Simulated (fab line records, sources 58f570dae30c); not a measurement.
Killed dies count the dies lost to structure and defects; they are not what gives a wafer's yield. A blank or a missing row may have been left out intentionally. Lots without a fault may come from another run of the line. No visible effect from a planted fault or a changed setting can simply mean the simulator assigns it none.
Which tool was responsible? | flow berkeley cmos170 | 7 lots, 21 wafers sampled, at 4 steps of a route of 331

== WHAT THE GAUGES SHOWED, per wafer ==
UCB170_SILICIDE_RS_MEAS_02: measures by four-point-probe.
lot  | measured     | on            | SILICIDE_TI_RS (ohm/sq)
L868 | day 7 21:07  | film metro-04 | 25.0 25.3 24.8
L875 | day 8 13:15  | film metro-03 | 25.0 24.9 24.5
L876 | day 9 02:01  | film metro-02 | 25.1 25.4 25.1
L877 | day 9 02:40  | film metro-04 | 24.8 24.6 24.4
L883 | day 10 05:22 | film metro-04 | 23.7 24.5 24.4
L885 | day 10 21:24 | film metro-04 | 25.0 25.5 25.3
L888 | day 11 08:25 | film metro-04 | 25.1 25.3 25.0

== WHICH TOOL RAN EACH LOT (tool, then ch and the chambers of the sampled wafers, then the start) ==
lot  | UCB170_BACKSIDE_CLEAN_04        | UCB170_SDANNEAL_RTA_00           | UCB170_SILICIDE_SPUTTER_01
L868 | wet bench-04 ch 3, day 7 20:13  | rtp anneal-01 ch 0, day 7 20:24  | pvd sputter-01, day 7 21:04
L875 | wet bench-03 ch 0, day 8 12:19  | rtp anneal-02 ch 0, day 8 12:32  | pvd sputter-04, day 8 13:12
L876 | wet bench-03 ch 0, day 9 01:07  | rtp anneal-02 ch 0, day 9 01:19  | pvd sputter-03, day 9 01:59
L877 | wet bench-03 ch 3, day 9 01:44  | rtp anneal-02 ch 0, day 9 01:57  | pvd sputter-04, day 9 02:36
L883 | wet bench-03 ch 0, day 10 04:17 | rtp anneal-01 ch 0, day 10 04:36 | pvd sputter-04, day 10 05:16
L885 | wet bench-03 ch 3, day 10 20:23 | rtp anneal-02 ch 0, day 10 20:35 | pvd sputter-03, day 10 21:21
L888 | wet bench-04 ch 2, day 11 07:31 | rtp anneal-02 ch 0, day 11 07:42 | pvd sputter-03, day 11 08:22
- UCB170_BACKSIDE_CLEAN_04: cleans in SPM, time 600 s.
- UCB170_SDANNEAL_RTA_00: time 10 s.
- UCB170_SILICIDE_SPUTTER_01: material Ti, target thk 30 nm, time 26.09 s.

== THE ANSWER, worked out from the rows above alone ==
Rule: the usual values come from the lots themselves. Put in order of their means at a reading, lots are off if they are a third of the lots or fewer, leave a main group of 4 or more, and stand apart from it by a gap of 3 or more times the standard deviation of the main group's means; of several such gaps the widest counts. If all means in a main group match to the digits the tables above print for the reading, that group is not used. A lot without any number at a reading at which 4 lots or more have one is off too. Any other lot the step has rows for is counted as sound.
None of the lots is off at any reading shown; this tells nothing.

== WHAT HAD BEEN PUT IN BY THE SIMULATOR ==
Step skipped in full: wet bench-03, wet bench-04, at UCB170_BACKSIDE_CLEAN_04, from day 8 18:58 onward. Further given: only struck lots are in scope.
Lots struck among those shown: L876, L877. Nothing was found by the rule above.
